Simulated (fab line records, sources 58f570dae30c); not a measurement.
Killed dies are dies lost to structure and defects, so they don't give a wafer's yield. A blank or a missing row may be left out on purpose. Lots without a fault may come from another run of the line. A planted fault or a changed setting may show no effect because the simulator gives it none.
fab line records | flow berkeley_cmos170
record lots=15 wafers=45 last_day=12
route steps=331 shown SCREENOX@100 V2@304 M3@328
lots that met no fault: from a run of the same line without faults
start_h: hours from the record's first day to the start of the lot's first wafer shown | wait_h: hours since the lot's step before | " the same as in the row above | L1.1+2: a row that stands for several wafers | - no value, or no start given | * or withheld: withheld | < > ~ a bound
route shown NAME@n: a module of which the file shows steps, and the number in the route of the first | usual: mean/standard deviation of fault-free wafers | same: alike in all rows | chamber/n: place in a boat | sites: the reading at each site | _std_site: their standard deviation | _edge_site: outer sites' mean less inner sites' | radius_mm: how far each site lies from the wafer's centre | mask NAME#n: copy n | behind: the tool/chamber that last shaped the wafer | hold: why the lot was held/for how many hours/how that ended | device: the transistor (n, p or np) that didn't switch | end of line: the same wafers' tests at the end of the route | a step without rows: its recipe alone | killed: dies lost to structure and defects at the first sort, not the wafer's yield | map: a wafer's dies, x killed, . not, _ none there
set.NAME: the setting as run; set.NAME@STEP: as run at that earlier step | model.NAME: the simulator's own value behind a step, which no gauge read
steps of the route over a sample of lots; a table a step, a row a wafer
services: from which hour (start_h, from the record's first day; less than 0 if before it) a tool's chamber was out of use, for how many hours, and why
## steps
# step UCB170_SCREENOX_WET_ETCH_00
# recipe chemistry=dHF dilution=25:1 target=SiO2 temp_c=25 time_s=200
# usual run_length_s=226.9/2.6
# columns lot.wafer tool chamber start_h wait_h run_length_s
L396.1 wet_bench-02 2 130.29 3.5 234.0
L396.2 " 2 " " 234.0
L396.6 " 2 " " 234.0
L397.2 wet_bench-02 2 130.29 3.5 233.9
L397.4 " 2 " " 233.9
L397.5 " 2 " " 233.9
L398.3 wet_bench-01 0 134.59 0.0 226.1
L398.4 " 0 " " 226.1
L398.5 " 0 " " 226.1
L399.1 wet_bench-01 1 134.59 0.1 225.9
L399.4 " 1 " " 225.9
L399.5 " 1 " " 225.9
L400.1 wet_bench-01 3 134.59 0.1 225.6
L400.5 " 3 " " 225.6
L400.6 " 3 " " 225.6
L401.2 wet_bench-01 1 148.08 3.3 125.6
L401.3 " 1 " " 125.6
L401.5 " 1 " " 125.6
L402.1 wet_bench-01 3 148.08 3.4 126.2
L402.2 " 3 " " 126.2
L402.4 " 3 " " 126.2
L403.1 wet_bench-01 3 148.08 3.4 126.8
L403.2 " 3 " " 126.8
L403.3 " 3 " " 126.8
L408.1 wet_bench-02 1 176.53 0.1 226.7
L408.4 " 1 " " 226.7
L408.5 " 1 " " 226.7
L409.1 wet_bench-02 1 180.56 0.1 226.3
L409.3 " 1 " " 226.3
L409.6 " 1 " " 226.3
L411.2 wet_bench-02 1 195.34 0.1 226.8
L411.5 " 1 " " 226.8
L411.6 " 1 " " 226.8
L414.1 wet_bench-02 1 195.34 0.1 227.8
L414.2 " 1 " " 227.8
L414.5 " 1 " " 227.8
L415.2 wet_bench-02 0 195.34 0.1 224.0
L415.3 " 0 " " 224.0
L415.4 " 0 " " 224.0
L416.2 wet_bench-02 0 195.34 0.1 223.4
L416.5 " 0 " " 223.4
L416.6 " 0 " " 223.4
L412.1 wet_bench-02 1 207.44 0.1 226.5
L412.2 " 1 " " 226.5
L412.3 " 1 " " 226.5
# step UCB170_V2_CD_MEAS_12
# recipe target_cd_nm=700
# usual cd_nm=699.9/1.4
# columns lot.wafer tool chamber start_h wait_h cd_nm
L397.2 cd_sem-02 - 196.64 - 700.9
L397.4 " - " " 701.1
L397.5 " - " " 702.6
L396.1 cd_sem-01 - 198.34 - 698.8
L396.2 " - " " 698.2
L396.6 " - " " 696.9
L399.1 cd_sem-01 - 200.09 - 698.6
L399.4 " - " " 700.2
L399.5 " - " " 699.8
L400.1 cd_sem-01 - 200.53 - 698.6
L400.5 " - " " 700.1
L400.6 " - " " 700.2
L398.3 cd_sem-02 - 204.11 - 697.3
L398.4 " - " " 698.3
L398.5 " - " " 699.4
L402.1 cd_sem-02 - 212.16 - 703.0
L402.2 " - " " 700.9
L402.4 " - " " 701.8
L401.2 cd_sem-02 - 217.10 - 702.1
L401.3 " - " " 703.1
L401.5 " - " " 701.0
L403.1 cd_sem-01 - 217.36 - 698.6
L403.2 " - " " 698.6
L403.3 " - " " 699.1
L408.1 cd_sem-01 - 252.03 - 699.3
L408.4 " - " " 699.5
L408.5 " - " " 698.6
L409.1 cd_sem-02 - 252.31 - 698.9
L409.3 " - " " 699.0
L409.6 " - " " 698.9
L416.2 cd_sem-01 - 263.47 - 701.5
L416.5 " - " " 701.2
L416.6 " - " " 702.1
L414.1 cd_sem-02 - 266.61 - 699.9
L414.2 " - " " 700.8
L414.5 " - " " 700.5
L415.2 cd_sem-02 - 271.26 - 700.2
L415.3 " - " " 700.5
L415.4 " - " " 700.5
L411.2 cd_sem-01 - 271.93 - 699.1
L411.5 " - " " 699.7
L411.6 " - " " 700.0
L412.1 cd_sem-01 - 276.99 - 699.5
L412.2 " - " " 699.3
L412.3 " - " " 700.7
# step UCB170_M3_STRIP_19
# recipe chemistry=O2 power_w=400 pressure_mtorr=3500 platen_temp_c=withheld o2_flow_sccm=400 overash_fraction=0.5
# usual drypump_motor_current_A=5.7/0.53 oes_product_au=0.549/0.019
# columns lot.wafer tool chamber start_h wait_h drypump_motor_current_A oes_product_au rf_hours_counter_h
L397.2 plasma_asher-03 0 201.63 0.1 5.4 0.577 41
L397.4 " 1 " " 6.6 0.571 -
L397.5 " 1 " " 6.5 0.548 -
L396.1 plasma_asher-01 1 202.22 0.1 5.4 0.547 46
L396.2 " 0 " " 5.6 0.557 46
L396.6 " 1 " " 5.4 0.551 -
L399.1 plasma_asher-01 1 204.00 0.1 5.5 0.547 46
L399.4 " 1 " " 5.5 0.549 -
L399.5 " 1 " " 5.5 0.545 -
L400.1 plasma_asher-03 1 204.28 0.1 6.6 0.553 41
L400.5 " 0 " " 5.4 0.547 -
L400.6 " 1 " " 6.6 0.514 -
L398.3 plasma_asher-01 0 207.03 0.1 5.6 0.546 -
L398.4 " 1 " " 5.5 0.550 -
L398.5 " 1 " " 5.5 0.539 -
L402.1 plasma_asher-01 1 215.69 0.1 5.5 0.569 48
L402.2 " 0 " " 5.6 0.542 48
L402.4 " 0 " " 5.5 0.571 -
L401.2 plasma_asher-01 1 221.12 0.1 5.5 0.492 48
L401.3 " 0 " " 5.5 0.495 -
L401.5 " 1 " " 5.5 0.538 -
L403.1 plasma_asher-03 1 221.39 0.1 6.5 0.547 43
L403.2 " 0 " " 5.4 0.554 43
L403.3 " 1 " " 6.6 0.544 -
L408.1 plasma_asher-03 1 255.79 0.1 6.6 0.538 47
L408.4 " 0 " " 5.4 0.544 -
L408.5 " 0 " " 5.4 0.538 -
L409.1 plasma_asher-04 0 256.07 0.1 5.1 0.512 17
L409.3 " 1 " " 6.7 0.546 -
L409.6 " 0 " " 5.1 0.506 -
L416.2 plasma_asher-01 0 266.72 0.1 5.5 0.549 54
L416.5 " 0 " " 5.5 0.544 -
L416.6 " 1 " " 5.5 0.543 -
L414.1 plasma_asher-01 1 271.30 0.1 5.5 0.557 54
L414.2 " 0 " " 5.6 0.587 54
L414.5 " 1 " " 5.5 0.560 -
L415.2 plasma_asher-01 1 275.45 0.1 5.5 0.581 55
L415.3 " 1 " " 5.5 0.549 -
L415.4 " 0 " " 5.5 0.572 -
L411.2 plasma_asher-04 0 275.52 0.1 5.1 0.542 19
L411.5 " 1 " " 6.7 0.554 -
L411.6 " 0 " " 5.1 0.545 -
L412.1 plasma_asher-03 1 279.85 0.1 6.6 0.544 50
L412.2 " 0 " " 5.4 0.550 50
L412.3 " 0 " " 5.4 0.548 -
# step UCB170_M3_CD_MEAS_90
# recipe target_cd_nm=700
# usual cd_nm=702/3.4
# columns lot.wafer tool chamber start_h wait_h cd_nm
L397.2 cd_sem-02 - 201.75 0.1 709
L397.4 " - " " 704
L397.5 " - " " 701
L396.1 cd_sem-02 - 202.32 0.1 700
L396.2 " - " " 704
L396.6 " - " " 702
L399.1 cd_sem-01 - 204.10 0.1 702
L399.4 " - " " 702
L399.5 " - " " 699
L400.1 cd_sem-01 - 204.38 0.1 700
L400.5 " - " " 703
L400.6 " - " " 702
L398.3 cd_sem-02 - 207.13 0.1 699
L398.4 " - " " 699
L398.5 " - " " 696
L402.1 cd_sem-02 - 215.79 0.1 705
L402.2 " - " " 699
L402.4 " - " " 707
L401.2 cd_sem-02 - 221.32 0.2 702
L401.3 " - " " 703
L401.5 " - " " 705
L403.1 cd_sem-02 - 221.49 0.1 702
L403.2 " - " " 700
L403.3 " - " " 702
L408.1 cd_sem-01 - 255.89 0.1 701
L408.4 " - " " 699
L408.5 " - " " 702
L409.1 cd_sem-02 - 256.17 0.1 699
L409.3 " - " " 700
L409.6 " - " " 696
L416.2 cd_sem-01 - 266.84 0.1 699
L416.5 " - " " 699
L416.6 " - " " 704
L414.1 cd_sem-01 - 271.40 0.1 704
L414.2 " - " " 707
L414.5 " - " " 706
L415.2 cd_sem-01 - 275.57 0.1 708
L415.3 " - " " 706
L415.4 " - " " 711
L411.2 cd_sem-02 - 275.64 0.1 702
L411.5 " - " " 696
L411.6 " - " " 699
L412.1 cd_sem-02 - 279.95 0.1 703
L412.2 " - " " 699
L412.3 " - " " 703
## services
# columns tool chamber start_h hours kind
plasma_asher-04 - 108.75 9.0 pm
plasma_asher-04 0 108.75 9.0 vent_cycle
plasma_asher-04 1 108.75 9.0 vent_cycle
plasma_asher-04 0 117.75 - clean
plasma_asher-04 1 117.75 - clean
wet_bench-02 - 143.56 14.3 repair
plasma_asher-03 - 145.70 2.3 repair
plasma_asher-04 - 162.68 1.7 repair
## key
first_sign step=UCB170_SCREENOX_WET_ETCH_00 reading=run_length_s direction=down sigmas=39 usual=* struck=*
effect none on later readings
met_at UCB170_SCREENOX_WET_ETCH_00
struck_lots L401,L402,L403
tester_left_out L401,L402,L403
not_acting_at UCB170_V2_CD_MEAS_12,UCB170_M3_STRIP_19,UCB170_M3_CD_MEAS_90
onset_between 134.59 148.08
fault kind=process_parameter_drift tool=wet_bench-01 chamber=- onset_h=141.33 steps=UCB170_SCREENOX_WET_ETCH_00 channel=time_s offset=* shape=step end_h=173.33 acts_in=* stated=*
# tester_left_out: of these lots the tester's yield and bins aren't shown, on N5 and GAA mostly nor the transistor test; their killed dies are dies lost to structure and defects alone, not to doping, threshold or leakage, so they don't give the yield
